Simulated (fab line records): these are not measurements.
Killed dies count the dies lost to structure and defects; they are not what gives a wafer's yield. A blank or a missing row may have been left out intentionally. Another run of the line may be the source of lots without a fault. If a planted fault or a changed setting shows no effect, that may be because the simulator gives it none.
Which of the tools did it? || flow rit-cmos || 15 lots with 45 wafers sampled at 2 steps, on a route of 202 steps

== WHAT THE GAUGES READ, wafer by wafer ==
RIT_PWELL_OVL_MEAS_06.
{"lot": "L245", "measured": "day 1 23:08", "on": "overlay-02", "PWELL_OVL (nm)": "-0.3 -0.7 -1.8"}
{"lot": "L246", "measured": "day 2 03:12", "on": "overlay-02", "PWELL_OVL (nm)": "1.0 -0.7 -1.4"}
{"lot": "L247", "measured": "day 2 07:49", "on": "overlay-02", "PWELL_OVL (nm)": "-0.4 -2.2 -0.1"}
{"lot": "L249", "measured": "day 2 18:44", "on": "overlay-02", "PWELL_OVL (nm)": "2.4 1.8 2.2"}
{"lot": "L250", "measured": "day 3 00:55", "on": "overlay-02", "PWELL_OVL (nm)": "0.9 -1.0 1.6"}
{"lot": "L253", "measured": "day 3 14:02", "on": "overlay-02", "PWELL_OVL (nm)": "0.9 -0.6 -0.2"}
{"lot": "L254", "measured": "day 3 19:02", "on": "overlay-02", "PWELL_OVL (nm)": "-0.8 -0.6 -1.6"}
{"lot": "L255", "measured": "day 4 01:31", "on": "overlay-02", "PWELL_OVL (nm)": "0.6 0.9 1.5"}
{"lot": "L256", "measured": "day 4 04:45", "on": "overlay-02", "PWELL_OVL (nm)": "0.2 0.7 0.8"}
{"lot": "L257", "measured": "day 4 10:50", "on": "overlay-01", "PWELL_OVL (nm)": "-1.2 -0.7 0.0"}
{"lot": "L258", "measured": "day 4 15:38", "on": "overlay-02", "PWELL_OVL (nm)": "-0.2 2.2 0.8"}
{"lot": "L259", "measured": "day 4 20:40", "on": "overlay-02", "PWELL_OVL (nm)": "1.2 0.2 0.8"}
{"lot": "L261", "measured": "day 5 06:36", "on": "overlay-01", "PWELL_OVL (nm)": "361.3 364.1 362.6"}
{"lot": "L265", "measured": "day 6 03:44", "on": "overlay-01", "PWELL_OVL (nm)": "360.7 363.4 360.6"}
{"lot": "L266", "measured": "day 6 08:13", "on": "overlay-01", "PWELL_OVL (nm)": "361.9 360.8 364.5"}

== WHAT TOOL EACH LOT RAN ON (gives the tool, then ch and the chambers of the sampled wafers, and finally the start) ==
{"lot": "L245", "RIT_PWELL_EXPOSE_03": "iline-stepper-02 ch 0, day 1 22:44"}
{"lot": "L246", "RIT_PWELL_EXPOSE_03": "iline-stepper-01 ch 0, day 2 02:47"}
{"lot": "L247", "RIT_PWELL_EXPOSE_03": "iline-stepper-01 ch 0, day 2 07:23"}
{"lot": "L249", "RIT_PWELL_EXPOSE_03": "iline-stepper-02 ch 0, day 2 18:21"}
{"lot": "L250", "RIT_PWELL_EXPOSE_03": "iline-stepper-01 ch 0, day 3 00:30"}
{"lot": "L253", "RIT_PWELL_EXPOSE_03": "iline-stepper-02 ch 0, day 3 13:36"}
{"lot": "L254", "RIT_PWELL_EXPOSE_03": "iline-stepper-02 ch 0, day 3 18:37"}
{"lot": "L255", "RIT_PWELL_EXPOSE_03": "iline-stepper-01 ch 0, day 4 01:05"}
{"lot": "L256", "RIT_PWELL_EXPOSE_03": "iline-stepper-01 ch 0, day 4 04:19"}
{"lot": "L257", "RIT_PWELL_EXPOSE_03": "iline-stepper-01 ch 0, day 4 10:25"}
{"lot": "L258", "RIT_PWELL_EXPOSE_03": "iline-stepper-02 ch 0, day 4 15:13"}
{"lot": "L259", "RIT_PWELL_EXPOSE_03": "iline-stepper-02 ch 0, day 4 20:14"}
{"lot": "L261", "RIT_PWELL_EXPOSE_03": "iline-stepper-02 ch 0, day 5 06:11"}
{"lot": "L265", "RIT_PWELL_EXPOSE_03": "iline-stepper-02 ch 0, day 6 03:18"}
{"lot": "L266", "RIT_PWELL_EXPOSE_03": "iline-stepper-02 ch 0, day 6 07:48"}
- RIT_PWELL_EXPOSE_03: exposes mask M3, target cd 43700 nm.

== WHAT THE TOOLS THEMSELVES READ (means of the sampled wafers that have a number; where no wafer has one, the mark that the record gives instead) ==
The record holds no such reading with a usual standard deviation.

== THE ANSWER, worked out from the rows above alone ==
Rule: what is usual is taken from the lots themselves. Put in order of their means at a reading, lots are off if they are a third of the lots or fewer, leave a main group of 4 or more, and stand apart from it by a gap of 3 or more times the standard deviation of the main group's means; of several such gaps the widest counts. A main group whose means are all the same, to the digits that the tables above print for the reading, isn't used. A lot without any number at a reading at which 4 lots or more have one is off too. Where the step has rows for the other lots, those lots are counted as sound. After the gauges, taken in route order, come the tools' own readings; for these a lot's mean is taken, as printed above. At the first step where some lot is off, the reading lying furthest off is the one used; lots without a number count as furthest.
Off: L261, L265, L266, seen at RIT_PWELL_OVL_MEAS_06 (PWELL_OVL). The main group has a mean of 0.2 nm with a standard deviation of 0.93.
A tool fits if, at a process step before that reading, it ran every lot that is off, and no sound lot after the first of them. Gauges at RIT_PWELL_OVL_MEAS_06: tried the same way as those tools. 2 tools fit, iline-stepper-02 at RIT_PWELL_EXPOSE_03 and overlay-01 at RIT_PWELL_OVL_MEAS_06, so this cannot tell which one it is.

== WHAT WAS PUT IN BY THE SIMULATOR ==
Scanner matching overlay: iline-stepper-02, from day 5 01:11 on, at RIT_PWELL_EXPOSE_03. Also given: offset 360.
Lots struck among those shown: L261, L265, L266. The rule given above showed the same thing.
